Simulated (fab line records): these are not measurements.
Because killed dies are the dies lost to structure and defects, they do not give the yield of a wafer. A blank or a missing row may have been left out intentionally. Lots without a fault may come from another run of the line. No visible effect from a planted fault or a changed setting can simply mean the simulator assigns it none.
fab line records ; flow ritCmos
[record] lots = 6; wafers = 18; lastDay = 7
route steps=202 shown NRETRO@55 PRETRO@64 M1@202
lots untouched by any fault: they come from a run of this same line in which no faults occurred
startH: start of the lot's first displayed wafer, in hours after the record's first day ; waitH: hours since the lot's step before ; " identical to the entry in the row above ; L1.1+2: several wafers, shown together as one row ; - either no value or no given start ; * or withheld: withheld ; < > ~ a bound
route shown NAME@n: names a module that has steps shown in the file, with the first one's number in the route ; usual: mean/standard deviation of fault-free wafers ; same: alike in all rows ; chamber/n: place in a boat ; sites: the reading at each site ; _std_site: the values' standard deviation ; _edge_site: the outer-site mean with the inner-site mean subtracted ; radiusMm: for every site, how far away it sits from the centre of the wafer ; mask NAME#n: copy n ; behind: the last tool/chamber to shape the wafer ; hold: why the lot went on hold/how many hours it stayed there/how the hold came to an end ; device: transistor that didn't switch, given as n, p or np ; end of line: tests of these same wafers at the route's end ; step lacking rows: just its recipe ; killed: dies that structure and defects cost at the first sort, which is not the same as the wafer's yield ; map: a wafer's dies, x killed, . not, _ none there
set.NAME: setting as actually run; set.NAME@STEP: the setting as run at that earlier step ; model.NAME: the simulator's own value behind a step, which no gauge read
lots at some steps of the route; a table a step, a row a wafer
services: when a tool's chamber went out of use (startH, in hours from the record's first day, below 0 if earlier), for how many hours, and the reason
[[steps]]
[step RIT_NRETRO_SOFTBAKE_02]
[recipe] resist = NOVOLAK; tempC = 90; timeS = 60
[step RIT_NRETRO_EXPOSE_03]
[recipe] maskId = M4; na = 0.57; targetCdNm = 43900; doseMj = 250
[step RIT_NRETRO_PEB_04]
[recipe] resist = NOVOLAK; tempC = withheld; timeS = withheld
[step RIT_NRETRO_DEVELOP_05]
[recipe] resist = NOVOLAK; developTimeS = 68; devTempC = 23
[step RIT_NRETRO_OVL_MEAS_06]
[usual] NRETRO_OVL = 0.1/1.4
lot.wafer;tool;chamber;startH;waitH;NRETRO_OVL[nm]
L350.2;overlay-02;-;31.81;-;-0.5
L350.3;overlay-02;-;31.81;-;-1.6
L350.5;overlay-02;-;31.81;-;0.2
L352.2;overlay-02;-;44.57;-;-1.8
L352.5;overlay-02;-;44.57;-;0.3
L352.6;overlay-02;-;44.57;-;0.9
L362.4;overlay-02;-;91.70;-;0.0
L362.5;overlay-02;-;91.70;-;0.0
L362.6;overlay-02;-;91.70;-;0.0
L363.2;overlay-01;-;99.25;-;0.4
L363.4;overlay-01;-;99.25;-;3.3
L363.6;overlay-01;-;99.25;-;-0.3
L370.3;overlay-02;-;131.35;-;-1.4
L370.5;overlay-02;-;131.35;-;0.4
L370.6;overlay-02;-;131.35;-;0.4
L373.3;overlay-02;-;146.05;-;-1.6
L373.4;overlay-02;-;146.05;-;-0.8
L373.5;overlay-02;-;146.05;-;0.8
[step RIT_NRETRO_HARDBAKE_07]
[recipe] resist = NOVOLAK; tempC = 140; timeS = 120
[step RIT_NRETRO_IMPLANT_08]
[recipe] species = P; energyKev = 70; doseCm2 = 1e+13; tiltDeg = 7
[step RIT_NRETRO_STRIP_09]
[recipe] chemistry = O2; timeS = 180; resist = NOVOLAK; platenTempC = withheld; powerW = 500; pressureMtorr = 4000; o2FlowSccm = 4000
[usual] drypumpMotorCurrentA = 5.5/0.53
lot.wafer;tool;chamber;startH;waitH;drypumpMotorCurrentA;rfHoursCounterH
L350.2;plasmaAsher-04;0;32.24;0.1;5.5;24
L350.3;plasmaAsher-04;0;32.24;0.1;5.5;-
L350.5;plasmaAsher-04;1;32.24;0.1;6.0;-
L352.2;plasmaAsher-01;1;45.00;0.1;6.0;39
L352.5;plasmaAsher-01;0;45.00;0.1;4.7;-
L352.6;plasmaAsher-01;1;45.00;0.1;5.9;-
L362.4;plasmaAsher-04;0;92.18;0.1;5.5;-
L362.5;plasmaAsher-04;0;92.18;0.1;5.5;-
L362.6;plasmaAsher-04;1;92.18;0.1;6.0;-
L363.2;plasmaAsher-02;1;99.68;0.1;6.0;46
L363.4;plasmaAsher-02;0;99.68;0.1;5.0;-
L363.6;plasmaAsher-02;1;99.68;0.1;6.0;-
L370.3;plasmaAsher-04;1;131.83;0.1;6.0;-
L370.5;plasmaAsher-04;1;131.83;0.1;6.0;-
L370.6;plasmaAsher-04;0;131.83;0.1;5.5;-
L373.3;plasmaAsher-01;0;146.54;0.1;4.7;-
L373.4;plasmaAsher-01;1;146.54;0.1;6.0;-
L373.5;plasmaAsher-01;0;146.54;0.1;4.7;-
[step RIT_NRETRO_TW_MEAS_10]
[usual] NRETRO_TW = 1034/10
lot.wafer;tool;chamber;startH;waitH;NRETRO_TW
L350.2;filmMetro-02;-;32.43;0.1;1023
L350.3;filmMetro-02;-;32.43;0.1;1026
L350.5;filmMetro-02;-;32.43;0.1;1029
L352.2;filmMetro-02;-;45.18;0.1;1034
L352.5;filmMetro-02;-;45.18;0.1;1030
L352.6;filmMetro-02;-;45.18;0.1;1031
L362.4;filmMetro-04;-;92.32;0.1;1045
L362.5;filmMetro-04;-;92.32;0.1;1056
L362.6;filmMetro-04;-;92.32;0.1;1040
L363.2;filmMetro-02;-;99.86;0.1;1032
L363.4;filmMetro-02;-;99.86;0.1;1027
L363.6;filmMetro-02;-;99.86;0.1;1034
L370.3;filmMetro-02;-;131.97;0.1;1037
L370.5;filmMetro-02;-;131.97;0.1;1034
L370.6;filmMetro-02;-;131.97;0.1;1032
L373.3;filmMetro-04;-;146.67;0.1;1044
L373.4;filmMetro-04;-;146.67;0.1;1049
L373.5;filmMetro-04;-;146.67;0.1;1046
[step RIT_PRETRO_HMDS_00]
[recipe] primeTimeS = 60; primeTempC = 140
[step RIT_PRETRO_COAT_01]
[recipe] resist = NOVOLAK; spinRpm = 2000; resistThkNm = 1300
[step RIT_PRETRO_SOFTBAKE_02]
[recipe] resist = NOVOLAK; tempC = 90; timeS = 60
[step RIT_PRETRO_EXPOSE_03]
[recipe] maskId = M5; na = 0.57; targetCdNm = 43700; doseMj = 250
[usual] stageVelMmS = 500.09/0.26
[same] na = 0.57
lot.wafer;tool;chamber;startH;waitH;mask;stageVelMmS;model.PRETRO.overlayXNm
L350.2;ilineStepper-02;0;33.07;0.2;M5#0;499.57;-0.448
L350.3;ilineStepper-02;0;33.07;0.2;M5#0;499.51;-0.448
L350.5;ilineStepper-02;0;33.07;0.2;M5#0;499.69;-0.448
L352.2;ilineStepper-01;0;45.70;0.1;M5#0;499.87;0.8714
L352.5;ilineStepper-01;0;45.70;0.1;M5#0;499.79;0.8714
L352.6;ilineStepper-01;0;45.70;0.1;M5#0;499.95;0.8714
L362.4;ilineStepper-02;0;92.86;0.1;M5#0;500.20;129.9
L362.5;ilineStepper-02;0;92.86;0.1;M5#0;500.37;129.9
L362.6;ilineStepper-02;0;92.86;0.1;M5#0;500.35;129.9
L363.2;ilineStepper-02;0;100.38;0.1;M5#0;500.36;130.3
L363.4;ilineStepper-02;0;100.38;0.1;M5#0;500.52;130.3
L363.6;ilineStepper-02;0;100.38;0.1;M5#0;500.21;130.3
L370.3;ilineStepper-01;0;132.50;0.1;M5#0;499.91;-0.7319
L370.5;ilineStepper-01;0;132.50;0.1;M5#0;500.26;-0.7319
L370.6;ilineStepper-01;0;132.50;0.1;M5#0;499.92;-0.7319
L373.3;ilineStepper-01;0;147.20;0.1;M5#0;500.41;-0.2623
L373.4;ilineStepper-01;0;147.20;0.1;M5#0;500.13;-0.2623
L373.5;ilineStepper-01;0;147.20;0.1;M5#0;500.21;-0.2623
[step RIT_PRETRO_PEB_04]
[recipe] resist = NOVOLAK; tempC = withheld; timeS = withheld
[step RIT_PRETRO_DEVELOP_05]
[recipe] resist = NOVOLAK; developTimeS = 68; devTempC = 23
[step RIT_PRETRO_OVL_MEAS_06]
[usual] PRETRO_OVL = -0.1/1.4
lot.wafer;tool;chamber;startH;waitH;PRETRO_OVL[nm]
L350.2;overlay-02;-;33.49;-;-1.5
L350.3;overlay-02;-;33.49;-;-0.7
L350.5;overlay-02;-;33.49;-;1.4
L352.2;overlay-02;-;46.12;-;1.2
L352.5;overlay-02;-;46.12;-;1.1
L352.6;overlay-02;-;46.12;-;0.2
L362.4;overlay-01;-;93.28;-;127.8
L362.5;overlay-01;-;93.28;-;131.4
L362.6;overlay-01;-;93.28;-;129.9
L363.2;overlay-02;-;100.80;-;128.4
L363.4;overlay-02;-;100.80;-;131.2
L363.6;overlay-02;-;100.80;-;130.4
L370.3;overlay-02;-;132.90;-;-2.1
L370.5;overlay-02;-;132.90;-;-0.5
L370.6;overlay-02;-;132.90;-;-2.5
L373.3;overlay-02;-;147.60;-;-1.2
L373.4;overlay-02;-;147.60;-;-0.5
L373.5;overlay-02;-;147.60;-;-0.9
[step RIT_PRETRO_HARDBAKE_07]
[recipe] resist = NOVOLAK; tempC = 140; timeS = 120
[step RIT_M1_PROBE_99]
[usual] killedAtContacts = 0.1/0.34; killedAtFrontEnd = 7.0/2.9; killedDies = 7.2/2.9; killedOpen = 3.6/1.9; killedShort = 3.5/2.1
[same] grossDies = 264; killed_at_M0_to_M3 = 0; killed_at_M4_up = 0; killedAtBackSide = 0; killedAtOther = 0
lot.wafer;tool;chamber;startH;waitH;killedAtContacts;killedAtFrontEnd;killedDies;killedOpen;killedShort;model.etest.retroEdgePmos.offLog10AUm
L350.2;prober-02;-;60.82;0.1;0;7;7;3;4;-10.52
L350.3;prober-02;-;60.87;0.2;0;5;5;2;3;-10.54
L350.5;prober-02;-;60.97;0.2;0;8;8;3;5;-10.62
L352.2;prober-02;-;73.83;0.1;0;12;12;5;7;-9.932
L352.5;prober-02;-;73.98;0.2;0;12;12;6;6;-9.782
L352.6;prober-02;-;74.03;0.2;0;9;9;7;2;-10.01
L362.4;prober-01;-;124.36;0.2;0;9;9;7;2;-9.751
L362.5;prober-01;-;124.41;0.2;1;8;9;8;1;-9.635
L362.6;prober-01;-;124.46;0.2;0;3;3;0;3;-9.778
L363.2;prober-02;-;128.76;0.1;0;7;7;2;5;-10.07
L363.4;prober-02;-;128.86;0.2;0;3;3;2;1;-9.794
L363.6;prober-02;-;128.96;0.2;0;10;10;6;4;-10.07
L370.3;prober-01;-;162.26;0.2;0;5;5;2;3;-10.06
L370.5;prober-01;-;162.36;0.2;1;4;5;2;3;-10.47
L370.6;prober-01;-;162.41;0.2;0;7;7;4;3;-10.16
L373.3;prober-02;-;175.78;0.2;0;12;12;4;8;-10.55
L373.4;prober-02;-;175.83;0.2;0;3;3;1;2;-10.56
L373.5;prober-02;-;175.88;0.2;0;7;7;4;3;-10.45
// killed by level:class
L350.2 GATE:geometricParticle:short=2 GATE:geometricParticle:open=2 FOX2:geometricParticle:short=1 SPACER:geometricParticle:open=1 SILICIDE:geometricParticle:short=1
L350.3 GATE:geometricParticle:short=2 FOX2:geometricParticle:short=1 FOX2:geometricParticle:open=1 GATE:geometricParticle:open=1
L350.5 GATE:geometricParticle:short=2 GATE:geometricParticle:open=2 FOX1:geometricParticle:short=1 FOX2:geometricParticle:short=1 REOX:geometricParticle:short=1 SPACER:geometricParticle:open=1
L352.2 GATE:geometricParticle:short=5 FOX2:geometricParticle:open=2 GATE:geometricParticle:open=2 REOX:geometricParticle:short=2 SILICIDE:geometricParticle:open=1
L352.5 GATE:geometricParticle:open=4 FOX1:geometricParticle:short=1 FOX2:geometricParticle:short=1 GATE:geometricParticle:short=1 REOX:geometricParticle:short=1 SILICIDE:geometricParticle:short=1 SPACER:geometricParticle:open=1 SPACER:geometricParticle:short=1
L352.6 SPACER:geometricParticle:open=3 GATE:geometricParticle:open=2 FOX1:geometricParticle:open=1 GATE:geometricParticle:short=1 REOX:geometricParticle:short=1 SILICIDE:geometricParticle:open=1
L362.4 GATE:geometricParticle:open=2 ACTIVE:geometricParticle:open=1 FOX1:geometricParticle:open=1 FOX1:geometricParticle:short=1 REOX:geometricParticle:short=1 REOX:geometricParticle:open=1 SPACER:geometricParticle:open=1 SILICIDE:geometricParticle:open=1
L362.5 SPACER:geometricParticle:open=3 FOX1:geometricParticle:open=2 GATE:geometricParticle:open=1 REOX:geometricParticle:short=1 SILICIDE:geometricParticle:open=1 CONTACT:geometricParticle:open=1
L362.6 GATE:geometricParticle:short=3
L363.2 GATE:geometricParticle:short=3 REOX:geometricParticle:short=2 SPACER:geometricParticle:open=1 SILICIDE:geometricParticle:open=1
L363.4 FOX1:geometricParticle:open=1 REOX:geometricParticle:open=1 SILICIDE:geometricParticle:short=1
L363.6 FOX1:geometricParticle:open=2 GATE:geometricParticle:short=2 REOX:geometricParticle:open=2 GATE:geometricParticle:open=1 REOX:geometricParticle:short=1 SPACER:geometricParticle:short=1 SILICIDE:geometricParticle:open=1
L370.3 REOX:geometricParticle:open=2 FOX2:geometricParticle:short=1 SPACER:geometricParticle:short=1 SILICIDE:geometricParticle:short=1
L370.5 GATE:geometricParticle:short=1 REOX:geometricParticle:open=1 SPACER:geometricParticle:open=1 SILICIDE:geometricParticle:short=1 CONTACT:geometricParticle:short=1
L370.6 GATE:geometricParticle:short=2 GATE:geometricParticle:open=2 FOX1:geometricParticle:open=1 SPACER:geometricParticle:short=1 SPACER:geometricParticle:open=1
L373.3 GATE:geometricParticle:short=2 REOX:geometricParticle:open=2 SPACER:geometricParticle:short=2 FOX1:geometricParticle:short=1 FOX2:geometricParticle:short=1 FOX2:geometricParticle:open=1 REOX:geometricParticle:short=1 SPACER:geometricParticle:open=1
L373.4 FOX1:geometricParticle:short=1 GATE:geometricParticle:short=1 SPACER:geometricParticle:open=1
L373.5 FOX1:geometricParticle:short=1 FOX2:geometricParticle:open=1 GATE:geometricParticle:short=1 GATE:geometricParticle:open=1 REOX:geometricParticle:open=1 SPACER:geometricParticle:short=1 SPACER:geometricParticle:open=1
[[services]]
tool;chamber;startH;hours;kind
ilineStepper-01;-;68.59;4.4;pm
ilineStepper-02;-;89.99;1.7;pm
plasmaAsher-02;-;108.75;9.0;pm
plasmaAsher-02;0;108.75;9.0;ventCycle
plasmaAsher-02;1;108.75;9.0;ventCycle
ilineStepper-01;-;114.32;1.7;pm
plasmaAsher-02;0;117.75;-;clean
plasmaAsher-02;1;117.75;-;clean
plasmaAsher-04;-;138.04;2.8;pm
[[key]]
[firstSign] step = RIT_PRETRO_OVL_MEAS_06; reading = PRETRO_OVL; direction = up; sigmas = 93; usual = -0.1; struck = 129.9
effect none on later readings
[modelEffect] step = RIT_PRETRO_EXPOSE_03; value = PRETRO.overlayXNm; without = 0.09412; struck = 130.1
[modelEffect] step = RIT_M1_PROBE_99; value = etest.retroEdgePmos.offLog10AUm; without = -10.24; struck = -9.85
metAt RIT_PRETRO_EXPOSE_03
struckWafers L362.4,L362.5,L362.6,L363.2,L363.4,L363.6
testerLeftOut L362,L363
onsetBetween 33.07 92.86
[fault] kind = scannerMatchingOverlay; tool = ilineStepper-02; chamber = -; onsetH = 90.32; steps = RIT_PRETRO_EXPOSE_03; offset = 130
// testerLeftOut: of these lots the tester's yield and bins aren't shown, on N5 and GAA mostly nor the transistor test; their killed dies are dies lost to structure and defects alone, not to doping, threshold or leakage, so they don't give the yield
